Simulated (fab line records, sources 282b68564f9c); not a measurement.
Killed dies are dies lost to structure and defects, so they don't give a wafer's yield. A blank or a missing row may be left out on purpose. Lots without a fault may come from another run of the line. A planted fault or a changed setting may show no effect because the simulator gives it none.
Problem report in the 8D (eight disciplines) form, filled by code | flow rit_cmos | the parts of the form that need people (team, actions taken, sign-off) are left out

1. THE PROBLEM
developer_temp_C at RIT_PLDD_DEVELOP_05 reads a mean of 20.71 C on 6 wafers of 2 lots; wafers without a fault read 23.01 C with a standard deviation of 0.1. That is -23 standard deviations from the usual mean.
The step: develop time 50 s.
First seen on wafer L549.1, day 6 22:00, on litho_track-01. The record holds 42 wafers of 14 lots with a number at this step. Rule for "out", or "out of limits": more than 4 standard deviations from the usual mean. The other wafers with a number count as sound.

2. WHAT IT IS AND WHAT IT IS NOT
question                    | is                     | is not
which readings at this step | developer_temp_C       | -
which lots                  | L549, L550             | L532, L533, L535, L536, L537, L538, L539, L540, L541, L542, L544, L553
which wafers of those lots  | all that have a number | -
read on which tools         | litho_track-01         | litho_track-02, litho_track-04
when                        | from day 6 22:00       | up to then (33 sound wafers); but 3 sound wafers of L553 came after

3. SUSPECTS, AND WHAT RULES EACH OUT
Counting: a tool at a process step up to the reading stays a suspect if it ran every lot that is out and no sound lot after the first of them.
- litho_track-01 at RIT_PLDD_DEVELOP_05 (develop time 50 s): kept. It ran every lot that is out, first L549 (day 6 22:00), and no sound lot after that; its last sound lot up to then is L544 (day 5 21:00). Its own readings are out on those wafers: developer_temp_C.
Left after counting: litho_track-01 at RIT_PLDD_DEVELOP_05.

4. THE CAUSE (what the simulator had put in)
Process parameter drift: litho_track-01, from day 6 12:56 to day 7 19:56, at RIT_PLDD_DEVELOP_05. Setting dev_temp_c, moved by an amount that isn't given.
Counting left only this tool.

5. THE CHAIN OF EFFECTS, in route order
Each row: a reading whose mean over the struck wafers that have a number lies more than 3 standard deviations from the usual. Only readings for which the record gives a usual standard deviation are gone through. hours: the time from each lot's start at the first step in this table that gives one to its start at this step, as a median over the lots. sigmas: the change in usual standard deviations.
hours | step                | reading          | usual   | on struck wafers | change | sigmas
0     | RIT_PLDD_DEVELOP_05 | developer_temp_C | 23.01 C | 20.71            | -2.30  | -23
The process steps in it:
- RIT_PLDD_DEVELOP_05: develop time 50 s.

6. WHAT WOULD HAVE CAUGHT IT SOONER
In this record the first reading out of limits was taken at day 6 22:00, 9 hours after the fault began at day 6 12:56.
